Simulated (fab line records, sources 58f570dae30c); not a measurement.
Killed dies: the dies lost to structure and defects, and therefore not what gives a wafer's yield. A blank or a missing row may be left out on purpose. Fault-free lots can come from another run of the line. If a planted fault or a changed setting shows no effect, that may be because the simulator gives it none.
Which tool is to blame? -- flow berkeley cmos170 -- 42 wafers from 14 lots sampled at 5 of the route's 331 steps

== WHAT THE GAUGES READ, wafer by wafer ==
UCB170_V2_OVL_MEAS_13.
lot,measured,on,V2_OVL (nm)
L732,day 7 11:54,overlay-02,0 -2 0
L735,day 8 08:23,overlay-01,-2 11 -1
L734,day 8 08:30,overlay-02,-3 3 2
L736,day 8 15:57,overlay-01,-5 -2 -2
L737,day 8 16:19,overlay-02,1 12 -1
L739,day 9 04:50,overlay-01,-8 -1 -11
L741,day 9 09:38,overlay-01,-7 3 7
L742,day 9 23:22,overlay-02,5 -3 9
L744,day 10 05:20,overlay-02,1 -2 -3
L752,day 11 12:17,overlay-01,-7 1 -11
L750,day 11 13:07,overlay-01,6 11 -3
L748,day 11 13:39,overlay-01,5 0 9
L753,day 12 01:41,overlay-02,1 -5 0
L754,day 12 00:58,overlay-01,1 -8 -8

UCB170_M3_CD_MEAS_15: the cd target is 700 nm.
lot,measured,on,cd nm (nm)
L732,day 7 17:03,cd sem-01,701.1 698.0 699.7
L735,day 8 11:07,cd sem-01,700.1 699.9 700.7
L734,day 8 11:22,cd sem-01,699.4 700.5 699.7
L736,day 8 18:34,cd sem-02,701.5 699.3 701.0
L737,day 8 19:08,cd sem-02,700.0 700.2 700.1
L739,day 9 07:43,cd sem-01,698.9 701.1 700.1
L741,day 9 12:17,cd sem-01,705.9 706.4 707.6
L742,day 10 01:50,cd sem-02,699.1 700.9 699.6
L744,day 10 10:34,cd sem-01,698.6 697.1 698.6
L752,day 11 17:41,cd sem-02,702.1 702.0 701.0
L750,day 11 18:41,cd sem-02,699.6 697.8 700.6
L748,day 11 18:58,cd sem-01,704.6 704.8 704.5
L753,day 12 04:01,cd sem-01,701.5 701.0 699.6
L754,day 12 03:50,cd sem-01,696.7 698.1 698.1

== TOOL THAT RAN EACH LOT (tool first, then ch and the chambers of the sampled wafers, then the start) ==
lot,UCB170_M2_ETCH_17,UCB170_V2_ETCH_14,UCB170_M3_EXPOSE_12
L732,"rie diel-01 ch 0,1,3, day 7 08:58","rie diel-04 ch 1,2,3, day 7 11:56","krf scanner-02 ch 0, day 7 16:20"
L735,"rie diel-03 ch 2,3, day 8 04:25","rie diel-04 ch 1,2, day 8 08:25","krf scanner-02 ch 0, day 8 10:43"
L734,"rie diel-03 ch 0,1,2, day 8 04:52","rie diel-01 ch 0,1,3, day 8 08:32","krf scanner-01 ch 0, day 8 10:59"
L736,"rie diel-03 ch 1,2, day 8 13:04","rie diel-01 ch 0,2,3, day 8 15:59","krf scanner-01 ch 0, day 8 18:11"
L737,"rie diel-04 ch 0,1,3, day 8 13:20","rie diel-01 ch 0,1, day 8 16:20","krf scanner-02 ch 0, day 8 18:44"
L739,"rie diel-04 ch 1,3, day 9 01:00","rie diel-04 ch 1,2,3, day 9 04:52","krf scanner-02 ch 0, day 9 07:17"
L741,"rie diel-04 ch 0,2, day 9 07:13","rie diel-04 ch 0,1,2, day 9 09:40","krf scanner-02 ch 0, day 9 11:34"
L742,"rie diel-01 ch 0,1, day 9 18:24","rie diel-02 ch 2,3, day 9 23:25","krf scanner-01 ch 0, day 10 01:26"
L744,"rie diel-03 ch 0,1,2, day 10 02:39","rie diel-02 ch 0,2,3, day 10 05:22","krf scanner-01 ch 0, day 10 08:58"
L752,"rie diel-03 ch 0,3, day 11 09:23","rie diel-04 ch 0,3, day 11 12:19","krf scanner-01 ch 0, day 11 15:51"
L750,"rie diel-01 ch 1,3, day 11 09:42","rie diel-04 ch 0,3, day 11 13:08","krf scanner-01 ch 0, day 11 17:34"
L748,"rie diel-04 ch 0,1,3, day 11 10:09","rie diel-04 ch 0,3, day 11 13:41","krf scanner-02 ch 0, day 11 18:07"
L753,"rie diel-01 ch 2,3, day 11 22:14","rie diel-02 ch 0,2,3, day 12 01:43","krf scanner-01 ch 0, day 12 03:37"
L754,"rie diel-04 ch 0,2, day 11 22:20","rie diel-04 ch 1,2,3, day 12 00:59","krf scanner-01 ch 0, day 12 03:14"
- UCB170_M2_ETCH_17: etches BARC in N2/H2.
- UCB170_V2_ETCH_14: etches SiO2 in CHF3/CF4/Ar, stops on Al, target depth 1250 nm, time 291 s.
- UCB170_M3_EXPOSE_12: exposes mask METAL3, target cd 700 nm.

== AS READ BY THE TOOLS THEMSELVES (means over the sampled wafers that have a number; for cases with no such wafer, the mark the record gives instead) ==
UCB170_M2_ETCH_17.
lot,tool,bias w (W),drypump motor current A (A),oes product au (a.u.),rf fwd power W (W),throttle valve pct (%)
L732,rie diel-01,100.18,5.5,0.991,494.6,13.24
L735,rie diel-03,99.73,5.7,1.003,494.9,13.05
L734,rie diel-03,100.14,5.5,1.019,493.6,13.29
L736,rie diel-03,99.75,5.5,1.017,492.7,13.11
L737,rie diel-04,99.75,5.9,0.993,494.7,13.28
L739,rie diel-04,100.30,5.9,1.003,495.9,13.31
L741,rie diel-04,100.11,5.7,0.994,494.7,13.16
L742,rie diel-01,100.38,5.2,1.027,495.5,13.17
L744,rie diel-03,99.96,5.6,1.014,492.6,13.27
L752,rie diel-03,100.06,5.9,0.992,495.2,13.23
L750,rie diel-01,100.08,5.9,0.978,494.8,13.30
L748,rie diel-04,99.79,5.9,0.990,496.9,13.28
L753,rie diel-01,99.94,5.9,0.981,495.4,13.47
L754,rie diel-04,100.07,5.7,0.994,495.3,13.18

UCB170_V2_ETCH_14.
lot,tool,CHF3_flow_sccm (sccm),drypump motor current A (A),oes product au (a.u.),rf fwd power W (W),throttle valve pct (%)
L732,rie diel-04,45.00,6.1,0.874,697.0,6.86
L735,rie diel-04,44.99,5.8,0.880,698.6,6.87
L734,rie diel-01,45.02,5.5,0.868,697.4,6.89
L736,rie diel-01,45.02,5.5,0.872,699.6,7.00
L737,rie diel-01,45.09,5.2,0.866,697.9,6.83
L739,rie diel-04,45.22,6.0,0.878,698.1,6.86
L741,rie diel-04,44.92,5.8,0.877,698.7,6.87
L742,rie diel-02,45.11,5.9,0.876,696.5,6.98
L744,rie diel-02,44.88,5.9,0.871,697.8,7.00
L752,rie diel-04,45.04,5.8,0.858,700.3,6.92
L750,rie diel-04,44.95,6.1,0.864,701.6,6.91
L748,rie diel-04,45.08,5.8,0.858,698.8,6.93
L753,rie diel-02,44.92,5.9,0.878,699.0,7.00
L754,rie diel-04,44.97,6.1,0.876,696.7,6.87

UCB170_M3_EXPOSE_12.
lot,tool,exposure dose mJ cm2
L732,krf scanner-02,26.032
L735,krf scanner-02,26.037
L734,krf scanner-01,26.027
L736,krf scanner-01,25.982
L737,krf scanner-02,26.021
L739,krf scanner-02,26.038
L741,krf scanner-02,25.107
L742,krf scanner-01,26.032
L744,krf scanner-01,26.005
L752,krf scanner-01,26.007
L750,krf scanner-01,26.034
L748,krf scanner-02,25.307
L753,krf scanner-01,25.998
L754,krf scanner-01,26.004

== THE ANSWER, worked out from the rows above alone ==
Rule: the usual values come from the lots themselves. The widest of any qualifying gaps counts: lots, ordered by their means at a reading, are off when they make up no more than a third of the lots, leave a main group of 4 or more, and stand apart from it by 3 or more times the standard deviation of that group's means. If all means in a main group match to the digits the tables above print for the reading, that group is not used. Also off: a lot with no number at a reading for which 4 or more lots have one. Where the step has rows for the other lots, those lots are counted as sound. After the gauges, taken in route order, come the tools' own readings; for these a lot's mean is taken, as printed above. At the first step where some lot is off, the reading lying furthest off is the one used; lots without a number count as furthest.
Off at UCB170_M3_EXPOSE_12 (exposure dose mJ cm2): L741, L748. Main group: mean 26.018, sd 0.018.
If a tool, at that step or one of the process steps before it, ran each lot that is off and ran no sound lot following the first of them, it fits. One fits: krf scanner-02 at UCB170_M3_EXPOSE_12. A fault onset in the window from L739 (day 9 07:17, its last sound lot) to L741 (day 9 11:34, its first lot off) fits.
On the lots that are off, the tool's own readings at UCB170_M3_EXPOSE_12 differ by more than 5 times the standard deviation of the sound lots' means, which bears it out; exposure dose mJ cm2 reads 25.207 there versus 26.018 on the sound lots.

== WHAT HAD BEEN PUT IN BY THE SIMULATOR ==
Process parameters drifting: krf scanner-02 at UCB170_M3_EXPOSE_12, beginning at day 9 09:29. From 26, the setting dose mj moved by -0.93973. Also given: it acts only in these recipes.
Lots struck among those shown: L741, L748. The rule given above showed the same thing.
